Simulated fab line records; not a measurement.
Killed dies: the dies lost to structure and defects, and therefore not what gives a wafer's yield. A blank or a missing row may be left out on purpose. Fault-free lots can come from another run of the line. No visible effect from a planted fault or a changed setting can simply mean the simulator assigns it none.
Chamber matching / flow rit cmos / 4 sister chambers for RIT_GATE_ETCH_19 on rie si-02
The step etches poly-Si in SF6/CHF3/O2, stops on SiO2, time 165 s, target depth 312.5 nm. 14 wafers are shown with their chamber, then 7 later ones without.

== WAFERS PAIRED WITH THEIR CHAMBERS ==
wafer=L513.2; chamber=2; throttle valve pct (%)=10.05; oes product au (a.u.)=0.846; run length s (s)=193.3
wafer=L513.4; chamber=0; throttle valve pct (%)=10.07; oes product au (a.u.)=0.825; run length s (s)=194.1
wafer=L513.5; chamber=1; throttle valve pct (%)=10.30; oes product au (a.u.)=0.853; run length s (s)=194.1
wafer=L515.2; chamber=0; throttle valve pct (%)=10.07; oes product au (a.u.)=0.827; run length s (s)=193.8
wafer=L515.4; chamber=2; throttle valve pct (%)=10.07; oes product au (a.u.)=0.858; run length s (s)=193.3
wafer=L515.5; chamber=1; throttle valve pct (%)=10.30; oes product au (a.u.)=0.852; run length s (s)=193.4
wafer=L524.3; chamber=2; throttle valve pct (%)=10.07; oes product au (a.u.)=0.842; run length s (s)=193.3
wafer=L524.4; chamber=0; throttle valve pct (%)=10.08; oes product au (a.u.)=0.809; run length s (s)=193.7
wafer=L524.6; chamber=3; throttle valve pct (%)=10.38; oes product au (a.u.)=0.826; run length s (s)=193.9
wafer=L525.2; chamber=1; throttle valve pct (%)=10.31; oes product au (a.u.)=0.839; run length s (s)=193.4
wafer=L525.5; chamber=1; throttle valve pct (%)=10.30; oes product au (a.u.)=0.851; run length s (s)=193.4
wafer=L525.6; chamber=0; throttle valve pct (%)=10.08; oes product au (a.u.)=0.827; run length s (s)=193.8
wafer=L526.3; chamber=1; throttle valve pct (%)=10.28; oes product au (a.u.)=0.856; run length s (s)=193.4
wafer=L526.5; chamber=1; throttle valve pct (%)=10.30; oes product au (a.u.)=0.846; run length s (s)=193.4

SIGNATURES (means of the wafers above)
reading=throttle valve pct; chamber 0=10.0750; chamber 1=10.2983; chamber 2=10.0633; chamber 3=10.3800; scatter within a chamber=0.00922
reading=oes product au; chamber 0=0.82200; chamber 1=0.84950; chamber 2=0.84867; chamber 3=0.82600; scatter within a chamber=0.00743
reading=run length s; chamber 0=193.850; chamber 1=193.517; chamber 2=193.300; chamber 3=193.900; scatter within a chamber=0.223
Rule: distance of a wafer from a chamber = root of the sum over the readings of ((wafer's reading minus chamber's mean) / reading's scatter) squared. If the next closest chamber is less than 2 further off than the closest, the wafer can't be placed; otherwise it belongs to the closest. The scatter: take each reading less its chamber's mean, square it, sum over the shown wafers, divide by the number of wafers less the number of chambers, and take the root.

== WAFERS WITHOUT THEIR CHAMBER ==
wafer=L526.6; throttle valve pct (%)=10.05; oes product au (a.u.)=0.826; run length s (s)=194.0
wafer=L529.2; throttle valve pct (%)=10.37; oes product au (a.u.)=0.841; run length s (s)=194.1
wafer=L529.3; throttle valve pct (%)=10.07; oes product au (a.u.)=0.856; run length s (s)=193.5
wafer=L529.6; throttle valve pct (%)=10.32; oes product au (a.u.)=0.863; run length s (s)=193.6
wafer=L531.1; throttle valve pct (%)=10.07; oes product au (a.u.)=0.831; run length s (s)=193.7
wafer=L531.2; throttle valve pct (%)=10.35; oes product au (a.u.)=0.854; run length s (s)=193.6
wafer=L531.3; throttle valve pct (%)=10.07; oes product au (a.u.)=0.853; run length s (s)=193.6

== THE CHAMBER EACH PASSED THROUGH ==
wafer=L526.6; from the rows above=can't be placed: 0 or 2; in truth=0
wafer=L529.2; from the rows above=3; in truth=3
wafer=L529.3; from the rows above=2; in truth=2
wafer=L529.6; from the rows above=1; in truth=1
wafer=L531.1; from the rows above=can't be placed: 0 or 2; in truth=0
wafer=L531.2; from the rows above=can't be placed: 3 or 1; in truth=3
wafer=L531.3; from the rows above=2; in truth=2
4 of 7 placed correctly. Cannot be placed on the basis of these rows: 3; the candidates contain the true chamber in 3. Wrongly placed: 0.
